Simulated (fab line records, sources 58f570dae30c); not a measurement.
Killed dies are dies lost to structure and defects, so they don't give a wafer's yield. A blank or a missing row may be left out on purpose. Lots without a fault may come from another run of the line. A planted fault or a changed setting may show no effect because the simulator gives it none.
Which tool did it? | flow berkeley_cmos170 | 7 lots, 21 wafers sampled, at 2 steps of a route of 331

WHAT THE GAUGES READ, wafer by wafer
UCB170_NWELL_TW_MEAS_16.
lot  | measured    | on            | NWELL_TW
L993 | day 2 21:33 | film_metro-04 | 1236 1236 1240
L995 | day 3 08:35 | film_metro-04 | 1251 1243 1241
L100 | day 4 13:41 | film_metro-01 | 1374 1368 1371
L106 | day 5 14:53 | film_metro-04 | 1255 1264 1258
L109 | day 6 05:44 | film_metro-02 | 1232 1230 1234
L111 | day 6 18:30 | film_metro-01 | 1240 1244 1229
L113 | day 7 04:55 | film_metro-02 | 1241 1243 1234

WHICH TOOL RAN EACH LOT (tool, then ch and the chambers of the sampled wafers, then the start)
lot  | UCB170_NWELL_IMPLANT_14
L993 | implanter-03 ch 0, day 2 21:18
L995 | implanter-04 ch 0, day 3 08:22
L100 | implanter-03 ch 0, day 4 13:28
L106 | implanter-04 ch 0, day 5 14:39
L109 | implanter-04 ch 0, day 6 05:29
L111 | implanter-04 ch 0, day 6 18:15
L113 | implanter-02 ch 0, day 7 04:40
- UCB170_NWELL_IMPLANT_14

THE ANSWER, worked out from the rows above alone
Rule: what is usual is taken from the lots themselves. Put in order of their means at a reading, lots are off if they are a third of the lots or fewer, leave a main group of 4 or more, and stand apart from it by a gap of 3 or more times the standard deviation of the main group's means; of several such gaps the widest counts. A main group whose means are all the same, to the digits that the tables above print for the reading, isn't used. A lot without any number at a reading at which 4 lots or more have one is off too. The other lots that the step has rows for count as sound.
Off: L100, at UCB170_NWELL_TW_MEAS_16 (NWELL_TW). The main group: mean 1242, standard deviation 8.6.
A tool fits if, at a process step before that reading, it ran every lot that is off, and no sound lot after the first of them. The gauges at UCB170_NWELL_TW_MEAS_16 are tried like those tools. One fits: implanter-03 at UCB170_NWELL_IMPLANT_14. Its last sound lot is L993 (day 2 21:18), its first lot that is off L100 (day 4 13:28): a fault that began between those two fits.

WHAT THE SIMULATOR HAD PUT IN
Process parameter drift: implanter-03, from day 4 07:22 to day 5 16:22, at UCB170_NWELL_IMPLANT_14. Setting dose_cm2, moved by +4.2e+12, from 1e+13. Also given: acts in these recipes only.
Lots struck among those shown: L100. The rule above found the same.
